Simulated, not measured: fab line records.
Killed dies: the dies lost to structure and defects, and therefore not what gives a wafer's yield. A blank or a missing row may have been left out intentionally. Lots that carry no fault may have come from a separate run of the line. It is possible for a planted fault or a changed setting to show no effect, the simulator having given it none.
A struck lot beside a sound one	flow rit-cmos	34 steps out of a route of 202
Sound: wafers L302.2, L302.3, L302.6. Wafers L308.2, L308.4, L308.6 were the ones struck. The cause is given at the end.
Per side, at each step with rows, come the tool, then ch with its chambers, and then its first start. Under that, the readings that differ: sound wafers	struck wafers	difference of the means	sigmas: that difference in standard deviations of wafers without a fault.
alike: a reading whose means differ by less than 2 such deviations, as well as words and numbers matching on both sides. not compared: withheld readings; readings where some wafer has no value; bounds like >300 that might hide an equal value; numbers whose values overlap and for which the record gives no deviation.
A row with sigmas, a row that says differs or no value, or rows on one side alone: a step with any of these is where the two part. Non-overlapping numbers with no deviation appear without sigmas and do not part them. A reading that every wafer of one side lacks parts them only if that side has two wafers or more.

first, 2 steps without rows for these wafers: RIT_SPACER_CLEAN_02 (cleans in SC2, time 600 s); RIT_SPACER_CVD_03 (deposits Si3N4 from SiH2Cl2/NH3, target thk 250 nm, time 3300 s).
RIT_SPACER_THK_MEAS_04:
  struck on film-metro-02, day 4 23:31; sound on film-metro-04, day 3 19:47
  alike: SPACER_NITRIDE_THK
RIT_SPACER_ETCHBACK_05: etches Si3N4 in SF6/CHF3, stops on SiO2, target depth 250 nm, time 230.9 s.
  sound on rie-diel-03 ch 1,2,3, day 3 19:50; struck on rie-diel-03 ch 1,3, day 4 23:34
  alike: chamber-pressure-mTorr, drypump-motor-current-A, oes-product-au, throttle-valve-pct
  not compared: rf-hours-counter-h
then, 6 steps without rows for these wafers: RIT_NSD_HMDS_00 (prime time 60 s); RIT_NSD_COAT_01 (resist thk 1000 nm); RIT_NSD_SOFTBAKE_02 (time 60 s); RIT_NSD_EXPOSE_03 (exposes mask M9, target cd 40700 nm); RIT_NSD_PEB_04; RIT_NSD_DEVELOP_05 (develop time 50 s).
RIT_NSD_OVL_MEAS_06:
  struck on overlay-02, day 5 00:47; sound on overlay-01, day 3 20:58
reading	sound	struck	difference	sigmas
NSD_OVL (nm)	-6.3 -5.9 -4.9	0.1 0.4 -1.1	+5.5	+3
then, 1 step without rows for these wafers: RIT_NSD_HARDBAKE_07 (time 60 s).
RIT_NSD_IMPLANT_08:
  sound on implanter-04 ch 0, day 3 21:11; struck on implanter-04 ch 0, day 5 01:00
reading	sound	struck	difference	sigmas
beam-energy-keV	25.001 25.009 25.009	21.565 21.566 21.560	-3.443	-99 or more
model.implant.rp-nm (nm)	32.6 32.6 32.6	29.59 29.59 29.59	-3.01	
model.implant.drp-nm (nm)	14.84 14.84 14.84	13.57 13.57 13.57	-1.27	
  alike: beam-on-s
RIT_NSD_STRIP_09: strips in O2, time 180 s.
  sound on plasma-asher-04 ch 0,1, day 3 21:18; struck on plasma-asher-01 ch 0, day 5 01:07
reading	sound	struck	difference	sigmas
drypump-motor-current-A (A)	5.4 5.0 5.0	6.2 6.2 6.2	+1.1	+3
  alike: chamber-pressure-mTorr
  not compared: rf-hours-counter-h
RIT_NSD_TW_MEAS_10:
  struck on film-metro-03, day 5 01:19; sound on film-metro-02, day 3 21:29
reading	sound	struck	difference	sigmas
NSD_TW	3117 3098 3095	2982 3000 2995	-111	-7
then, 6 steps without rows for these wafers: RIT_PSD_HMDS_00 (prime time 60 s); RIT_PSD_COAT_01 (resist thk 1000 nm); RIT_PSD_SOFTBAKE_02 (time 60 s); RIT_PSD_EXPOSE_03 (exposes mask M10, target cd 40900 nm); RIT_PSD_PEB_04; RIT_PSD_DEVELOP_05 (develop time 50 s).
RIT_PSD_OVL_MEAS_06:
  struck on overlay-02, day 5 02:13; sound on overlay-01, day 3 22:33
  alike: PSD_OVL
then, 2 steps without rows for these wafers: RIT_PSD_HARDBAKE_07 (time 60 s); RIT_PSD_IMPLANT_08.
RIT_PSD_STRIP_09: strips in O2, time 180 s.
  sound on plasma-asher-04 ch 0, day 3 22:53; struck on plasma-asher-01 ch 0,1, day 5 02:32
  alike: chamber-pressure-mTorr, drypump-motor-current-A
  not compared: rf-hours-counter-h
RIT_PSD_TW_MEAS_10:
  struck on film-metro-04, day 5 02:44; sound on film-metro-03, day 3 23:04
  alike: PSD_TW
then, 3 steps without rows for these wafers: RIT_SDANNEAL_CLEAN_00 (cleans in SC1, time 600 s); RIT_SDANNEAL_CLEAN_01 (cleans in dHF, time 30 s); RIT_SDANNEAL_CLEAN_02 (cleans in SC2, time 600 s).
RIT_SDANNEAL_RTA_03: time 5 s.
  sound on rtp-anneal-01 ch 0, day 3 23:29; struck on rtp-anneal-01 ch 0, day 5 03:32
  alike: wafer_temp_C_max
RIT_SDANNEAL_RS_MEAS_04: measures by four-point-probe.
  struck on film-metro-02, day 5 03:37; sound on film-metro-03, day 3 23:34
  alike: PSD_RS
RIT_SDANNEAL_RS_MEAS_05: measures by four-point-probe.
  struck on film-metro-02, day 5 03:44; sound on film-metro-03, day 3 23:41
reading	sound	struck	difference	sigmas
NSD_RS (ohm/sq)	84.1 84.2 84.5	86.3 86.1 86.2	+1.9	+6
RIT_SDANNEAL_RS_MEAS_06: measures by four-point-probe.
  struck on film-metro-02, day 5 03:51; sound on film-metro-03, day 3 23:48
  alike: PLDD_RS
RIT_M1_PROBE_99:
  struck on prober-02, day 5 11:08; sound on prober-01, day 4 07:01
reading	sound	struck	difference	sigmas
model.etest.contact-nplus.end-ohm-um	39.87 39.25 39.47	44.03 44.34 42.77	+4.18	
  alike: killed-at-front-end, killed-dies, killed-open, killed-short
  not compared: model.etest.nmos_0p15.junction-log10-a-um

## WHERE THEY PART
Last at RIT_SDANNEAL_RS_MEAS_05 as far as this record goes, first at RIT_NSD_OVL_MEAS_06. Later steps at which nothing parts them and some readings are alike: RIT_SDANNEAL_RS_MEAS_06, RIT_M1_PROBE_99.

WHY: what the simulator had put in
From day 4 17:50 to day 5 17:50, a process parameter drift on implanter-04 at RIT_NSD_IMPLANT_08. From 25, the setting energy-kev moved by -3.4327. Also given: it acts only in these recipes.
